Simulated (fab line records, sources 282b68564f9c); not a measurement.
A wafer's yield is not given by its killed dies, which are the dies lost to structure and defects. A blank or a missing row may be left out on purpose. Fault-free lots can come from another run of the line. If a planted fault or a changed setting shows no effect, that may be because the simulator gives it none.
A single fault, viewed from 2 desks || flow rit cmos || each desk holds nothing but its own numbers, with what lay behind them at the end

## FROM THE METROLOGY DESK
What the gauges read for every lot (on any tool): the sampled wafers with a number, averaged. Marked OUT: a lot whose mean sits more than 4 standard deviations from the usual mean, which makes it out of limits; the brackets give that distance.
Columns: A = NRETRO_TW at RIT_NRETRO_TW_MEAS_10, usual 1051; B = PRETRO_OVL at RIT_PRETRO_OVL_MEAS_06, usual 1.0 nm
{"lot": "L197", "first seen here": "day 2 07:03", "A": 1045, "B": 1.1}
{"lot": "L200", "first seen here": "day 2 22:01", "A": 1041, "B": 0.4}
{"lot": "L201", "first seen here": "day 3 02:22", "A": 1056, "B": 2.8}
{"lot": "L202", "first seen here": "day 3 08:34", "A": 1059, "B": 1.8}
{"lot": "L205", "first seen here": "day 3 22:17", "A": 1054, "B": 0.4}
{"lot": "L209", "first seen here": "day 4 18:32", "A": 1061, "B": 2.2}
{"lot": "L211", "first seen here": "day 5 04:21", "A": 1059, "B": 1.5}
{"lot": "L212", "first seen here": "day 5 09:16", "A": 1043, "B": 1.0}
{"lot": "L214", "first seen here": "day 5 19:20", "A": 1049, "B": 0.4}
{"lot": "L216", "first seen here": "day 6 08:25", "A": 1056, "B": 1.9}
{"lot": "L217", "first seen here": "day 6 11:22", "A": 1054, "B": 1.7}
{"lot": "L218", "first seen here": "day 6 15:50", "A": 1057, "B": 0.7}
{"lot": "L219", "first seen here": "day 6 20:21", "A": 1050, "B": 0.5}
{"lot": "L220", "first seen here": "day 7 01:26", "A": 1056, "B": 1.4}
This desk's finding: nothing out of limits on any of the 14 lots.

## FOR THE TOOL OWNER'S DESK: rie diel-04
The tool's own readings at RIT_ACTIVE_ETCH_13 (etches Si3N4 in SF6, stops on SiO2, time 210 s, target depth 210 nm): means of the sampled wafers that have a number, for each lot that ran on this tool. Marked OUT: a lot whose mean sits more than 4 standard deviations from the usual mean, which makes it out of limits; the brackets give that distance.
Columns: A = SF6_flow_sccm at RIT_ACTIVE_ETCH_13, usual 200.0 sccm; B = chamber pressure mTorr at RIT_ACTIVE_ETCH_13, usual 259.99 mTorr; C = drypump motor current A at RIT_ACTIVE_ETCH_13, usual 5.7 A; D = oes product au at RIT_ACTIVE_ETCH_13, usual 0.819 a.u.; E = throttle valve pct at RIT_ACTIVE_ETCH_13, usual 7.53 %
{"lot": "L200", "first seen here": "day 2 05:59", "A": 199.6, "B": 260.00, "C": 5.8, "D": 0.820, "E": 7.48}
{"lot": "L201", "first seen here": "day 2 10:46", "A": 200.3, "B": "277.48 (+70) OUT", "C": 5.9, "D": 0.817, "E": 7.52}
{"lot": "L205", "first seen here": "day 3 06:43", "A": 199.9, "B": "277.24 (+69) OUT", "C": 6.1, "D": 0.818, "E": 7.50}
{"lot": "L216", "first seen here": "day 5 13:50", "A": 200.0, "B": 260.02, "C": 6.1, "D": 0.822, "E": 7.56}
{"lot": "L220", "first seen here": "day 6 09:44", "A": 200.6, "B": 259.93, "C": 6.0, "D": 0.807, "E": 7.46}
This desk's verdict: out of limits on L201, L205, starting with L201 at day 2 10:46 (chamber pressure mTorr at RIT_ACTIVE_ETCH_13). L200, L216, L220 stayed within limits.

## TAKEN TOGETHER
An alarm could have come from the tool owner's desk at day 2 10:46, on L201, L205.
The metrology desk saw nothing out of limits.
The metrology desk holds a record of L201, L205, inside its limits.
RIT_ACTIVE_ETCH_13 was run on rie diel-04 by each of the lots named.

## WHAT THE SIMULATOR HAD INSERTED
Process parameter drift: rie diel-04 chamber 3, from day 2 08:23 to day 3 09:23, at RIT_ACTIVE_ETCH_13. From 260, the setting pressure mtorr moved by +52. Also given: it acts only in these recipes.
Shown lots that were struck: L201, L205.
Each desk's first reading out of limits, in hours after the fault started: the tool owner's desk, 2.
